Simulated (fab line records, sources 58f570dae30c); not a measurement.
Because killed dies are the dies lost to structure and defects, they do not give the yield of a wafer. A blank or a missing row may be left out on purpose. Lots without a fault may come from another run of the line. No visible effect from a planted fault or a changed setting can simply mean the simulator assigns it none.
A single fault, viewed from 2 desks || flow berkeley_cmos170 || what lay behind the numbers comes last; until then each desk has only its own

## AT THE METROLOGY DESK
What the gauges read for every lot (on any tool): the sampled wafers with a number, averaged. A lot is out of limits, marked OUT, if its mean lies more than 4 standard deviations from the usual mean; the brackets give that distance.
Columns: A = cd_nm at UCB170_M3_CD_MEAS_15, usual 700.1 nm; B = M3_OVL at UCB170_M3_OVL_MEAS_16, usual 6 nm
{"lot": "L742", "first seen here": "day 10 05:16", "A": 699.6, "B": 2}
{"lot": "L740", "first seen here": "day 10 05:24", "A": 700.2, "B": 10}
{"lot": "L753", "first seen here": "day 11 21:05", "A": 701.0, "B": 10}
{"lot": "L752", "first seen here": "day 11 22:50", "A": 697.7, "B": -1}
{"lot": "L759", "first seen here": "day 13 00:32", "A": 701.4, "B": -0}
{"lot": "L757", "first seen here": "day 13 01:52", "A": 700.6, "B": 9}
This desk's verdict: no lot among the 6 shows anything out of limits.

## AT THE TOOL OWNER'S DESK: rie_metal-04
The tool's own readings at UCB170_M3_METAL_ETCH_18 (etches Al in Cl2/BCl3, stops on SiO2, target depth 1170 nm, time 195 s): means of the sampled wafers that have a number, for each lot that ran on this tool. A lot is out of limits, marked OUT, if its mean lies more than 4 standard deviations from the usual mean; the brackets give that distance.
Columns: A = drypump_motor_current_A at UCB170_M3_METAL_ETCH_18, usual 5.6 A; B = oes_product_au at UCB170_M3_METAL_ETCH_18, usual 0.854 a.u.; C = rf_fwd_power_W at UCB170_M3_METAL_ETCH_18, usual 597.8 W; D = run_length_s at UCB170_M3_METAL_ETCH_18, usual 223.6 s; E = throttle_valve_pct at UCB170_M3_METAL_ETCH_18, usual 24.31 %
{"lot": "L740", "first seen here": "day 10 05:34", "A": 6.1, "B": 0.852, "C": 598.8, "D": 223.8, "E": 24.21}
{"lot": "L753", "first seen here": "day 11 21:16", "A": 6.1, "B": 0.837, "C": 597.0, "D": "230.6 (+17) OUT", "E": 24.22}
{"lot": "L752", "first seen here": "day 11 23:02", "A": 6.1, "B": 0.836, "C": 598.3, "D": "230.7 (+17) OUT", "E": 24.22}
This desk's finding: out of limits on L752, L753; first on L753, day 11 21:16 (run_length_s at UCB170_M3_METAL_ETCH_18). L740: within limits.

## PUT TOGETHER
On L752, L753, at day 11 21:16, an alarm was possible from the tool owner's desk.
Metrology desk: nothing out of limits seen.
The metrology desk has L752, L753 on record, within its limits.
The lots listed all ran UCB170_M3_METAL_ETCH_18 on rie_metal-04.

## WHAT HAD BEEN PUT IN BY THE SIMULATOR
Drift in process parameters on rie_metal-04 at UCB170_M3_METAL_ETCH_18, starting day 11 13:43. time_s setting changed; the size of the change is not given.
Lots struck among those shown: L752, L753.
Time in hours from fault onset to the first out-of-limits reading at each desk: the tool owner's desk, 8.
